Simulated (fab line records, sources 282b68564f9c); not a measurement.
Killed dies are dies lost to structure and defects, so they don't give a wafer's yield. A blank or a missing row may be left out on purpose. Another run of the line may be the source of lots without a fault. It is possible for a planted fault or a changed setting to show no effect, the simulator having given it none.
Which tool is to blame? / flow rit_cmos / 14 lots, 42 wafers sampled, at 2 steps of a route of 202

== WHAT THE GAUGES SHOWED, per wafer ==
Not one reading of a measure or inspect step in the record can be checked against a usual standard deviation.

== WHICH TOOL RAN EACH LOT (tool, then ch and the chambers of the sampled wafers, then the start) ==
lot=L214; RIT_PRETRO_SOFTBAKE_02=litho_track-02 ch 0, day 2 10:05; RIT_M1_PROBE_99=-
lot=L215; RIT_PRETRO_SOFTBAKE_02=litho_track-03 ch 0, day 2 15:34; RIT_M1_PROBE_99=-
lot=L216; RIT_PRETRO_SOFTBAKE_02=litho_track-03 ch 0, day 2 20:20; RIT_M1_PROBE_99=prober-01, day 4 06:00
lot=L217; RIT_PRETRO_SOFTBAKE_02=litho_track-02 ch 0, day 3 01:25; RIT_M1_PROBE_99=-
lot=L218; RIT_PRETRO_SOFTBAKE_02=litho_track-04 ch 0, day 3 07:11; RIT_M1_PROBE_99=-
lot=L219; RIT_PRETRO_SOFTBAKE_02=litho_track-02 ch 0, day 3 12:55; RIT_M1_PROBE_99=-
lot=L220; RIT_PRETRO_SOFTBAKE_02=litho_track-02 ch 0, day 3 21:20; RIT_M1_PROBE_99=-
lot=L223; RIT_PRETRO_SOFTBAKE_02=litho_track-03 ch 0, day 4 12:02; RIT_M1_PROBE_99=-
lot=L225; RIT_PRETRO_SOFTBAKE_02=litho_track-02 ch 0, day 4 20:03; RIT_M1_PROBE_99=-
lot=L229; RIT_PRETRO_SOFTBAKE_02=litho_track-04 ch 0, day 5 14:04; RIT_M1_PROBE_99=prober-01, day 6 21:17
lot=L230; RIT_PRETRO_SOFTBAKE_02=litho_track-03 ch 0, day 5 20:05; RIT_M1_PROBE_99=prober-02, day 7 02:04
lot=L233; RIT_PRETRO_SOFTBAKE_02=litho_track-04 ch 0, day 6 08:10; RIT_M1_PROBE_99=-
lot=L236; RIT_PRETRO_SOFTBAKE_02=litho_track-03 ch 0, day 7 00:14; RIT_M1_PROBE_99=prober-02, day 8 12:38
lot=L237; RIT_PRETRO_SOFTBAKE_02=litho_track-03 ch 0, day 7 05:14; RIT_M1_PROBE_99=-
- RIT_PRETRO_SOFTBAKE_02: time 60 s.
- RIT_M1_PROBE_99

== AS READ BY THE TOOLS THEMSELVES (means over the sampled wafers that have a number; for cases with no such wafer, the mark the record gives instead) ==
RIT_PRETRO_SOFTBAKE_02. Usual: chill_plate_temp_C 22.98 C, standard deviation 0.11; heater_power_total_W 34.57 W, standard deviation 0.049; plate_temp_C 90.00 C, standard deviation 0.11.
lot=L214; tool=litho_track-02; chill_plate_temp_C (C)=22.85; heater_power_total_W (W)=34.56; plate_temp_C (C)=90.09; flag=
lot=L215; tool=litho_track-03; chill_plate_temp_C (C)=23.00; heater_power_total_W (W)=34.55; plate_temp_C (C)=89.94; flag=
lot=L216; tool=litho_track-03; chill_plate_temp_C (C)=22.99; heater_power_total_W (W)=34.55; plate_temp_C (C)=90.04; flag=
lot=L217; tool=litho_track-02; chill_plate_temp_C (C)=23.02; heater_power_total_W (W)=34.57; plate_temp_C (C)=89.99; flag=
lot=L218; tool=litho_track-04; chill_plate_temp_C (C)=22.97; heater_power_total_W (W)=34.61; plate_temp_C (C)=89.94; flag=
lot=L219; tool=litho_track-02; chill_plate_temp_C (C)=23.05; heater_power_total_W (W)=34.58; plate_temp_C (C)=90.03; flag=
lot=L220; tool=litho_track-02; chill_plate_temp_C (C)=22.93; heater_power_total_W (W)=34.93; plate_temp_C (C)=90.66; flag=OFF
lot=L223; tool=litho_track-03; chill_plate_temp_C (C)=22.88; heater_power_total_W (W)=34.55; plate_temp_C (C)=89.91; flag=
lot=L225; tool=litho_track-02; chill_plate_temp_C (C)=22.99; heater_power_total_W (W)=34.87; plate_temp_C (C)=90.67; flag=OFF
lot=L229; tool=litho_track-04; chill_plate_temp_C (C)=23.08; heater_power_total_W (W)=34.55; plate_temp_C (C)=90.00; flag=
lot=L230; tool=litho_track-03; chill_plate_temp_C (C)=23.20; heater_power_total_W (W)=34.58; plate_temp_C (C)=89.98; flag=
lot=L233; tool=litho_track-04; chill_plate_temp_C (C)=22.91; heater_power_total_W (W)=34.60; plate_temp_C (C)=90.07; flag=
lot=L236; tool=litho_track-03; chill_plate_temp_C (C)=22.99; heater_power_total_W (W)=34.52; plate_temp_C (C)=89.93; flag=
lot=L237; tool=litho_track-03; chill_plate_temp_C (C)=22.89; heater_power_total_W (W)=34.63; plate_temp_C (C)=90.06; flag=

RIT_M1_PROBE_99. Usual: killed_at_M0_to_M3 0.0, standard deviation 0.12; killed_at_contacts 0.0, standard deviation 0.16; killed_at_front_end 7.5, standard deviation 2.8; killed_dies 7.6, standard deviation 2.9; killed_open 3.7, standard deviation 2; killed_short 3.8, standard deviation 2.
lot=L216 tool=prober-01 killed_at_M0_to_M3=0.0 killed_at_contacts=0.0 killed_at_front_end=8.3 killed_dies=8.3 killed_open=4.0 killed_short=4.3 flag=
lot=L229 tool=prober-01 killed_at_M0_to_M3=0.0 killed_at_contacts=0.3 killed_at_front_end=4.7 killed_dies=5.0 killed_open=3.0 killed_short=2.0 flag=
lot=L230 tool=prober-02 killed_at_M0_to_M3=0.0 killed_at_contacts=0.0 killed_at_front_end=8.0 killed_dies=8.0 killed_open=3.3 killed_short=4.7 flag=
lot=L236 tool=prober-02 killed_at_M0_to_M3=0.0 killed_at_contacts=0.0 killed_at_front_end=9.3 killed_dies=9.3 killed_open=4.3 killed_short=5.0 flag=

== THE ANSWER, worked out from the rows above alone ==
Rule: a lot counts as off when the mean over its wafers that have a number is more than 3 standard deviations away from the usual mean. A lot without any number at a reading at which 4 lots or more have one is off too. The other lots that the step has rows for count as sound. The gauges are gone through in route order, then the tools' own readings, and for those a lot's mean is taken as printed above. At the first step where some lot is off, the reading lying furthest off is the one used; lots without a number count as furthest.
Off: L220, L225 (RIT_PRETRO_SOFTBAKE_02, heater_power_total_W).
If a tool, at that step or one of the process steps before it, ran each lot that is off and ran no sound lot following the first of them, it fits. One candidate fits, namely litho_track-02 at RIT_PRETRO_SOFTBAKE_02. A fault onset in the window from L219 (day 3 12:55, its last sound lot) to L220 (day 3 21:20, its first lot off) fits.
The tool's own readings at RIT_PRETRO_SOFTBAKE_02 bear it out: on the lots that are off they differ by more than 5 times the standard deviation of the sound lots' means. heater_power_total_W reads 34.90 W there against 34.57 W on the sound lots; plate_temp_C reads 90.66 C there against 90.00 C on the sound lots.

== WHAT HAD BEEN PUT IN BY THE SIMULATOR ==
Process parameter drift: litho_track-02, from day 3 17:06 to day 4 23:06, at RIT_PRETRO_SOFTBAKE_02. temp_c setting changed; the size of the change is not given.
Shown lots that were struck: L220, L225. The rule given above showed the same thing.
